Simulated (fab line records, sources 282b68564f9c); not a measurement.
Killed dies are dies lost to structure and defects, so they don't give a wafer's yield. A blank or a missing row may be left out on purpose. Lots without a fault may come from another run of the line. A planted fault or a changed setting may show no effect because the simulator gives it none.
A struck lot beside a sound one | flow rit_cmos | 17 steps out of a route of 202
Sound: wafers L257.2, L257.3, L257.4. Struck: wafers L265.3, L265.4, L265.6. The cause comes at the end.
At each step with rows: each side's tool, then ch and its chambers, then its first start. Under that, the readings that differ: sound wafers | struck wafers | difference of the means | sigmas: that difference in standard deviations of wafers without a fault.
alike: readings whose means differ by less than 2 such deviations, and words and numbers that are the same on both sides. not compared: withheld readings, readings that some wafer has no value for, bounds like >300 that may hide the same value, and numbers for which the record gives no deviation and whose values overlap.
The two part at a step that has a row with sigmas, a row that says differs or no value, or rows on one side only. Numbers that don't overlap but have no deviation are shown without sigmas and don't part them. A reading that every wafer of one side lacks parts them only if that side has two wafers or more.

RIT_NWELL_TW_MEAS_10:
  sound on film_metro-03, day 2 22:58; struck on film_metro-02, day 4 16:10
  reading  | sound          | struck         | difference | sigmas
  NWELL_TW | 2165 2161 2172 | 2208 2199 2210 | +40        | +2
then, 6 steps without rows for these wafers: RIT_PWELL_HMDS_00 (prime time 60 s); RIT_PWELL_COAT_01 (resist thk 1300 nm); RIT_PWELL_SOFTBAKE_02 (time 60 s); RIT_PWELL_EXPOSE_03 (exposes mask M3, target cd 43700 nm); RIT_PWELL_PEB_04; RIT_PWELL_DEVELOP_05 (develop time 68 s).
RIT_PWELL_OVL_MEAS_06:
  sound on overlay-02, day 3 00:04; struck on overlay-02, day 4 17:06
  alike: PWELL_OVL
then, 2 steps without rows for these wafers: RIT_PWELL_HARDBAKE_07 (time 120 s); RIT_PWELL_IMPLANT_08.
RIT_PWELL_STRIP_09: strips in O2, time 180 s.
  sound on plasma_asher-02 ch 0,1, day 3 00:36; struck on plasma_asher-01 ch 0,1, day 4 17:35
  alike: drypump_motor_current_A
  not compared: rf_hours_counter_h
RIT_PWELL_TW_MEAS_10:
  sound on film_metro-02, day 3 00:47; struck on film_metro-04, day 4 17:43
  alike: PWELL_TW
RIT_WELLDRIVE_ANNEAL_00: time 14700 s.
  sound on furnace-03 ch 0, day 3 00:50; struck on furnace-03 ch 0, day 4 17:46
  reading                | sound                | struck               | difference | sigmas
  spike_tc_centre_C (C)  | 1103.0 1101.8 1103.2 | 1125.8 1124.4 1125.4 | +22.5      | +23
  spike_tc_load_C (C)    | 1127.5 1126.5 1127.5 | 1147.0 1149.4 1149.8 | +21.6      | +7
  spike_tc_source_C (C)  | 1121.3 1122.7 1123.6 | 1144.8 1144.4 1145.6 | +22.4      | +14
  tube_center_temp_C (C) | 1100 1100.1 1099.9   | 1122 1121.8 1122     | +22        | +99 or more
  tube_center_temp_C_max | 1103.4 1103.8 1102.0 | 1124.9 1124.3 1124.7 | +21.6      | +45
  alike: zone_power_source_pct
RIT_WELLDRIVE_RS_MEAS_01: measures by four-point-probe.
  sound on film_metro-03, day 3 05:56; struck on film_metro-02, day 4 22:53
  reading           | sound             | struck            | difference | sigmas
  NWELL_RS (ohm/sq) | 271.6 271.0 270.8 | 247.8 248.2 248.1 | -23.1      | -29
RIT_WELLDRIVE_RS_MEAS_02: measures by four-point-probe.
  sound on film_metro-03, day 3 06:04; struck on film_metro-02, day 4 23:00
  reading           | sound             | struck            | difference | sigmas
  PWELL_RS (ohm/sq) | 427.3 427.8 429.0 | 406.5 404.7 405.4 | -22.5      | -19
then, 1 step without rows for these wafers: RIT_NRETRO_HMDS_00 (prime time 60 s).
RIT_M1_PROBE_99:
  sound on prober-01, day 4 12:34; struck on prober-01, day 6 03:46
  reading                             | sound             | struck            | difference | sigmas
  model.etest.nmos_0p3.r_on_ohm_um    | 2156 2138 2164    | 2221 2201 2190    | +51        |
  model.etest.nwell_pinched.rs_ohm_sq | 333.6 329.1 334.7 | 294.7 295.5 293.6 | -37.9      |
  model.etest.pwell_pinched.rs_ohm_sq | 463.4 454 464.3   | 428.3 438.6 426.1 | -29.6      |
  model.etest.pwell.rs_ohm_sq         | 419.4 416.6 421   | 389.9 396.9 388.8 | -27.1      |
  model.etest.nmos_0p3.drive_ua_um    | 218.7 219.1 221.1 | 226.2 229 229     | +8.4       |
  model.etest.pmos_narrow.drive_ua_um | 98.76 99.72 100.7 | 104.5 106.1 105.4 | +5.6       |
  alike: killed_at_M0_to_M3, killed_at_contacts, killed_at_front_end, killed_dies, killed_open, killed_short
  not compared: model.etest.pmos_0p3.r_on_ohm_um, model.etest.nmos_narrow.drive_ua_um

WHERE THEY PART
First at RIT_NWELL_TW_MEAS_10; last, within this record, at RIT_WELLDRIVE_RS_MEAS_02. Later steps at which nothing parts them and some readings are alike: RIT_M1_PROBE_99.

WHY: what the simulator had put in
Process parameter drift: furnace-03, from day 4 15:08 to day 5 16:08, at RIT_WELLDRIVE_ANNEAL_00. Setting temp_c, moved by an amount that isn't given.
